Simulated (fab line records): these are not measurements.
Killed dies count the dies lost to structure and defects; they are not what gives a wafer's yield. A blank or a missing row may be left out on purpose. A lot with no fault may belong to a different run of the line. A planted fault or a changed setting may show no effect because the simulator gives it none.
The tool behind it: which one?    flow berkeley cmos170    42 wafers from 14 lots sampled at 5 of the route's 331 steps

## WHAT THE GAUGES READ, wafer by wafer
UCB170_NWELL_TW_MEAS_16.
lot   measured     on             NWELL_TW
L760  day 3 05:34  film metro-04  1239 1235 1239
L761  day 3 13:43  film metro-02  1247 1242 1244
L763  day 3 16:25  film metro-04  1241 1236 1236
L764  day 3 16:41  film metro-02  1245 1249 1242
L766  day 4 10:42  film metro-01  1241 1243 1248
L767  day 4 15:58  film metro-01  1221 1223 1220
L768  day 4 16:08  film metro-04  1252 1242 1242
L772  day 5 14:25  film metro-04  1246 1237 1245
L771  day 5 14:58  film metro-04  1215 1209 1212
L774  day 6 09:16  film metro-02  1258 1256 1256
L775  day 6 09:31  film metro-04  1228 1232 1237
L777  day 6 17:02  film metro-01  1251 1269 1254
L780  day 7 09:58  film metro-02  1253 1245 1247
L779  day 7 09:59  film metro-01  1254 1249 1245

UCB170_PVT_OVL_MEAS_06.
lot   measured      on          PVT_OVL (nm)
L760  day 7 01:04   overlay-01  5 -5 1
L761  day 7 19:50   overlay-02  1 0 3
L763  day 7 20:05   overlay-01  1 3 5
L764  day 7 20:11   overlay-01  8 3 10
L766  day 9 05:28   overlay-02  -1 5 -6
L767  day 9 04:55   overlay-01  -3 -2 -10
L768  day 9 05:16   overlay-02  6 3 4
L772  day 10 01:04  overlay-02  4 1 8
L771  day 10 01:17  overlay-01  5 0 0
L774  day 10 22:30  overlay-02  -6 -3 1
L775  day 10 23:14  overlay-02  2 0 8
L777  day 10 22:46  overlay-02  7 13 11
L780  day 11 01:56  overlay-01  4 -2 -5
L779  day 11 02:40  overlay-01  1 3 6

UCB170_GATE_CD_MEAS_90: the cd target is 350 nm.
lot   measured      on         cd nm (nm)
L760  day 7 20:40   cd sem-02  348.5 347.8 349.3
L761  day 8 16:34   cd sem-02  349.8 349.2 347.9
L763  day 8 16:35   cd sem-01  350.7 349.0 351.0
L764  day 8 16:49   cd sem-02  349.6 351.0 349.1
L766  day 9 17:22   cd sem-01  351.2 349.1 349.3
L767  day 9 17:32   cd sem-02  350.2 351.3 349.7
L768  day 9 17:35   cd sem-01  350.1 350.2 350.2
L772  day 10 16:41  cd sem-02  349.3 351.5 349.9
L771  day 10 16:25  cd sem-01  350.1 351.7 350.6
L774  day 11 10:20  cd sem-01  352.5 351.0 351.3
L775  day 11 11:06  cd sem-02  349.4 349.0 349.4
L777  day 11 10:45  cd sem-01  352.3 352.0 352.9
L780  day 11 15:02  cd sem-01  350.1 350.3 350.3
L779  day 11 14:48  cd sem-01  347.6 348.9 347.4

## EACH LOT AND THE TOOL THAT RAN IT (in order: tool; ch and the chambers of the sampled wafers; start)
lot   UCB170_NWELL_IMPLANT_14         UCB170_GATE_ETCH_14
L760  implanter-01 ch 0, day 3 05:19  rie diel-04 ch 0,2,3, day 7 20:28
L761  implanter-01 ch 0, day 3 13:30  rie diel-01 ch 1,3, day 8 16:20
L763  implanter-03 ch 0, day 3 16:10  rie diel-03 ch 0,1,2, day 8 16:24
L764  implanter-04 ch 0, day 3 16:29  rie diel-04 ch 0,1,2, day 8 16:34
L766  implanter-03 ch 0, day 4 10:29  rie diel-01 ch 2,3, day 9 17:04
L767  implanter-03 ch 0, day 4 15:43  rie diel-04 ch 1,2, day 9 17:20
L768  implanter-01 ch 0, day 4 15:53  rie diel-01 ch 1,2, day 9 17:20
L772  implanter-01 ch 0, day 5 14:11  rie diel-04 ch 2,3, day 10 16:28
L771  implanter-03 ch 0, day 5 14:43  rie diel-03 ch 1,2, day 10 16:14
L774  implanter-04 ch 0, day 6 09:02  rie diel-03 ch 1,2,3, day 11 10:08
L775  implanter-01 ch 0, day 6 09:17  rie diel-04 ch 1,2,3, day 11 10:50
L777  implanter-04 ch 0, day 6 16:46  rie diel-01 ch 0,1,3, day 11 10:34
L780  implanter-04 ch 0, day 7 09:43  rie diel-01 ch 1,2,3, day 11 14:49
L779  implanter-01 ch 0, day 7 09:45  rie diel-01 ch 1,2,3, day 11 14:32
- UCB170_NWELL_IMPLANT_14
- UCB170_GATE_ETCH_14: etches BARC in N2/H2.

## AS READ BY THE TOOLS THEMSELVES (means over the sampled wafers that have a number; for cases with no such wafer, the mark the record gives instead)
UCB170_NWELL_IMPLANT_14.
lot   tool          dose ions cm2
L760  implanter-01  9.979e+12
L761  implanter-01  9.984e+12
L763  implanter-03  9.998e+12
L764  implanter-04  1.000e+13
L766  implanter-03  9.991e+12
L767  implanter-03  1.000e+13
L768  implanter-01  9.994e+12
L772  implanter-01  1.000e+13
L771  implanter-03  9.998e+12
L774  implanter-04  9.998e+12
L775  implanter-01  1.000e+13
L777  implanter-04  1.001e+13
L780  implanter-04  1.001e+13
L779  implanter-01  1.000e+13

UCB170_GATE_ETCH_14.
lot   tool         drypump motor current A (A)  oes product au (a.u.)  throttle valve pct (%)
L760  rie diel-04  5.3                          1.022                  13.15
L761  rie diel-01  6.2                          0.973                  13.20
L763  rie diel-03  5.5                          1.010                  13.37
L764  rie diel-04  5.4                          1.013                  13.24
L766  rie diel-01  5.0                          1.008                  13.43
L767  rie diel-04  5.2                          1.014                  13.23
L768  rie diel-01  5.3                          0.991                  13.24
L772  rie diel-04  5.1                          1.015                  13.13
L771  rie diel-03  5.3                          0.984                  13.47
L774  rie diel-03  5.6                          0.995                  13.37
L775  rie diel-04  5.2                          1.005                  13.27
L777  rie diel-01  5.8                          0.990                  13.24
L780  rie diel-01  5.6                          0.985                  13.31
L779  rie diel-01  5.6                          0.996                  13.31

## THE ANSWER, worked out from the rows above alone
Rule: usual is defined by the lots themselves. Put in order of their means at a reading, lots are off if they are a third of the lots or fewer, leave a main group of 4 or more, and stand apart from it by a gap of 3 or more times the standard deviation of the main group's means; of several such gaps the widest counts. If all means in a main group match to the digits the tables above print for the reading, that group is not used. Also off: a lot with no number at a reading for which 4 or more lots have one. Where the step has rows for the other lots, those lots are counted as sound. The gauges are gone through in route order, then the tools' own readings, and for those a lot's mean is taken as printed above. At the first step where some lot is off, the reading lying furthest off is the one used; lots without a number count as furthest.
No lot is off on any of the readings shown, so nothing can be concluded from this.

## WHAT THE SIMULATOR PUT IN
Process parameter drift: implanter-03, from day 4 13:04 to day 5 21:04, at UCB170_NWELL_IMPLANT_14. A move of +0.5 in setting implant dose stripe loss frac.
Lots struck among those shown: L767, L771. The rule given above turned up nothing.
